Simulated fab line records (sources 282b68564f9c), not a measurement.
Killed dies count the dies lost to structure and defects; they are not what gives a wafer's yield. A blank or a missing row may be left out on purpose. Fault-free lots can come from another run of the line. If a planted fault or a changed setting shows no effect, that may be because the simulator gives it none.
Matching of chambers | flow rit cmos | RIT_GATE_ETCH_19 on rie si-02: 4 sister chambers
The step etches poly-Si in SF6/CHF3/O2, stops on SiO2, time 165 s, target depth 312.5 nm. 8 wafers are shown with their chamber, then 10 later ones without.

== EACH WAFER AND ITS CHAMBER ==
wafer  | chamber | throttle valve pct (%) | oes product au (a.u.)
L754.6 | 1       | 9.92                   | 0.836
L757.5 | 1       | 9.89                   | 0.842
L759.6 | 3       | 10.40                  | 0.874
L761.1 | 3       | 10.41                  | 0.864
L761.2 | 2       | 10.22                  | 0.835
L761.4 | 0       | 10.09                  | 0.834
L763.1 | 2       | 10.22                  | 0.828
L763.4 | 0       | 10.09                  | 0.833

== WAFERS WITH NO CHAMBER GIVEN ==
wafer  | throttle valve pct (%) | oes product au (a.u.)
L763.6 | 9.90                   | 0.825
L765.1 | 9.89                   | 0.824
L765.5 | 9.89                   | 0.823
L765.6 | 10.23                  | 0.834
L767.1 | 9.91                   | 0.832
L767.2 | 10.40                  | 0.883
L767.6 | 10.24                  | 0.834
L773.1 | 10.08                  | 0.847
L773.2 | 10.23                  | 0.835
L773.5 | 10.21                  | 0.834

== WHICH CHAMBER EACH WENT THROUGH ==
wafer  | from the rows above | in truth
L763.6 | 1                   | 1
L765.1 | 1                   | 1
L765.5 | 1                   | 1
L765.6 | 2                   | 2
L767.1 | 1                   | 1
L767.2 | 3                   | 3
L767.6 | 2                   | 2
L773.1 | 0                   | 0
L773.2 | 2                   | 2
L773.5 | 2                   | 2
Correctly placed: 10 of 10. Left unplaced by these rows: 0. Number placed wrongly: 0.
How it was worked out, from the rows above alone: a wafer's distance from a chamber is the root of the sum, over the readings, of the square of ((its reading less the chamber's mean) divided by the reading's scatter). If the next closest chamber is less than 2 further off than the closest, the wafer can't be placed; otherwise it belongs to the closest. The mean given for a chamber averages the wafers shown for that chamber. The scatter: the root of (the sum of the squares of (reading less its chamber's mean) over the shown wafers, divided by (wafers less chambers)).
